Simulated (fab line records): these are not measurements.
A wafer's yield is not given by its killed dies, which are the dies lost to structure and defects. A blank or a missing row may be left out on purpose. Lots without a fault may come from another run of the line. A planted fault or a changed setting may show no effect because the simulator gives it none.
A struck lot beside a sound one | flow ritCmos | 31 steps out of a route of 202
Sound: the wafers L924.3, L924.4, L924.5. Struck: wafer L938.3. (L938.1, L938.6 of the same lot were not struck and are left out.) The cause comes at the end.
Each step with rows lists, per side, the tool, then ch with its chambers, then its first start. Under that, the readings that differ: sound wafers | struck wafers | difference of the means | sigmas: that difference in standard deviations of wafers without a fault.
alike: a reading whose means differ by less than 2 such deviations, as well as words and numbers matching on both sides. not compared: withheld readings; readings where some wafer has no value; bounds like >300 that might hide an equal value; numbers whose values overlap and for which the record gives no deviation.
The two part at a step that has a row with sigmas, a row that says differs or no value, or rows on one side only. Numbers that don't overlap but have no deviation are shown without sigmas and don't part them. A reading missing from all wafers of one side parts the sides only when that side holds two or more wafers.

first, 4 steps without rows for these wafers: RIT_CONTACT_SOFTBAKE_04 (time 60 s); RIT_CONTACT_EXPOSE_05 (exposes mask M11, target cd 1000 nm); RIT_CONTACT_PEB_06; RIT_CONTACT_DEVELOP_07 (develop time 120 s).
RIT_CONTACT_CD_MEAS_08: target cd 1000 nm.
  sound on cdSem-01, day 4 09:35; struck on cdSem-02, day 7 03:04
  alike: cdNm
RIT_CONTACT_OVL_MEAS_09:
  sound on overlay-01, day 4 09:40; struck on overlay-02, day 7 03:23
  alike: CONTACT_OVL
then, 1 step without rows for these wafers: RIT_CONTACT_HARDBAKE_10 (time 60 s).
RIT_CONTACT_ETCH_11: etches SiO2 in CHF3/CF4/Ar, stops on TiSi2, target depth 480 nm, time 320 s.
  sound on rieDiel-03 ch 0,3, day 4 09:50; struck on rieDiel-02 ch 0, day 7 03:34
reading                  | sound             | struck | difference | sigmas
drypumpMotorCurrentA (A) | 4.8 5.4 5.5       | 6.6    | +1.4       | +3
oesProductAu (a.u.)      | 1.001 0.989 0.998 | 0.963  | -0.033     | -3
  alike: CHF3_flow_sccm, throttleValvePct
  not compared: rfHoursCounterH
RIT_CONTACT_STRIP_12: strips in O2, time 180 s.
  sound on plasmaAsher-03 ch 0,1, day 4 10:06; struck on plasmaAsher-03 ch 0, day 7 03:46
  alike: drypumpMotorCurrentA, o2FlowSccm
  not compared: rfHoursCounterH
RIT_CONTACT_CD_MEAS_90: target cd 1000 nm.
  sound on cdSem-02, day 4 10:15; struck on cdSem-02, day 7 03:56
  alike: cdNm
then, 2 steps without rows for these wafers: RIT_CONTACT_CLEAN_13 (cleans in SC1, time 600 s); RIT_CONTACT_CLEAN_14 (cleans in SC2, time 600 s).
RIT_M1_SPUTTER_00: material Al, target thk 400 nm, time 500 s.
  sound on pvdSputter-03, day 4 10:42; struck on pvdSputter-02, day 7 04:25
reading              | sound          | struck | difference | sigmas
throttleValvePct (%) | 31.4 32.0 32.0 | 29.6   | -2.2       | -2
RIT_M1_RS_MEAS_01: measurement is done with a four-point probe.
  sound on filmMetro-03, day 4 11:02; struck on filmMetro-03, day 7 04:42
  alike: M1_AL_RS
RIT_M1_THK_MEAS_02: measures by xrf.
  sound on filmMetro-03, day 4 11:08; struck on filmMetro-03, day 7 04:49
reading        | sound       | struck | difference | sigmas
M1_AL_THK (nm) | 395 395 396 | 406    | +11        | +2
then, 6 steps without rows for these wafers: RIT_M1_HMDS_03 (prime time 60 s); RIT_M1_COAT_04 (resist thk 1300 nm); RIT_M1_SOFTBAKE_05 (time 60 s); RIT_M1_EXPOSE_06 (exposes mask M12, target cd 2600 nm); RIT_M1_PEB_07; RIT_M1_DEVELOP_08 (develop time 68 s).
RIT_M1_CD_MEAS_09: target cd 2600 nm.
  sound on cdSem-02, day 4 12:13; struck on cdSem-02, day 7 05:53
reading   | sound                | struck | difference | sigmas
cdNm (nm) | 2597.9 2598.5 2601.0 | 2603.6 | +4.5       | +2
RIT_M1_OVL_MEAS_10:
  sound on overlay-01, day 4 12:18; struck on overlay-01, day 7 06:01
  alike: M1_OVL
then, 1 step without rows for these wafers: RIT_M1_HARDBAKE_11 (time 120 s).
RIT_M1_METAL_ETCH_12: etches Al in Cl2/BCl3, stops on SiO2, time 165 s, target depth 600 nm.
  sound on rieMetal-04 ch 0,1, day 4 12:39; struck on rieMetal-01 ch 1, day 7 06:17
reading                   | sound          | struck | difference | sigmas
heBacksideLeakSccm (sccm) | 3.03 3.02 2.95 | 3.57   | +0.57      | +2
throttleValvePct (%)      | 8.37 8.23 8.36 | 8.09   | -0.23      | -3
  alike: drypumpMotorCurrentA, oesProductAu
  not compared: rfHoursCounterH
then, 1 step without rows for these wafers: RIT_M1_STRIP_13 (strips in nmp, time 600 s).
RIT_M1_STRIP_14: strips in O2, time 180 s.
  sound on plasmaAsher-04 ch 0,1, day 4 13:02; struck on plasmaAsher-04 ch 0, day 7 06:48
  alike: drypumpMotorCurrentA, o2FlowSccm
  not compared: rfHoursCounterH
RIT_M1_CD_MEAS_90: target cd 2600 nm.
  sound on cdSem-02, day 4 13:11; struck on cdSem-02, day 7 06:59
reading   | sound                | struck | difference | sigmas
cdNm (nm) | 2594.9 2596.9 2598.5 | 2604.5 | +7.7       | +3
then, 1 step without rows for these wafers: RIT_M1_ANNEAL_15 (time 1800 s).
RIT_M1_BOW_MEAS_16:
  sound on filmMetro-03, day 4 14:48; struck on filmMetro-02, day 7 08:36
  alike: M1_BOW
RIT_M1_PROBE_99:
  sound on prober-01, day 4 14:59; struck on prober-01, day 7 08:49
reading                               | sound              | struck | difference | sigmas
defectLimitedYield (%)                | 97.7 98.5 97.0     | 88.3   | -9.4       | -8
killed_at_M0_to_M3                    | 0 0 0              | 26     | +26        | +99 or more
killedAtContacts                      | 0 0 0              | 1      | +1         | +3
killedDies                            | 6 4 8              | 31     | +25        | +8
killedOnRim                           | 4 2 4              | 11     | +8         | +5
model.etest.tester.sortNPass          | 258 260 256        | 233    | -25        | 
model.etest.tester.sortYieldPct (%)   | 97.73 98.48 96.97  | 88.26  | -9.47      | 
model.etest.tester.sort_bin_5_pct (%) | 0.7576 1.136 1.894 | 6.061  | +4.798     | 
model.etest.tester.sort_bin_3_pct (%) | 0.3788 0.3788 0    | 3.788  | +3.535     | 
model.etest.tester.sort_bin_6_pct (%) | 1.136 0 1.136      | 1.894  | +1.137     | 
  alike: killedAtFrontEnd, killedOpen, killedShort

## WHERE THEY PART
Last at RIT_M1_PROBE_99 as far as this record goes, first at RIT_CONTACT_ETCH_11.

WHY: the cause the simulator had injected
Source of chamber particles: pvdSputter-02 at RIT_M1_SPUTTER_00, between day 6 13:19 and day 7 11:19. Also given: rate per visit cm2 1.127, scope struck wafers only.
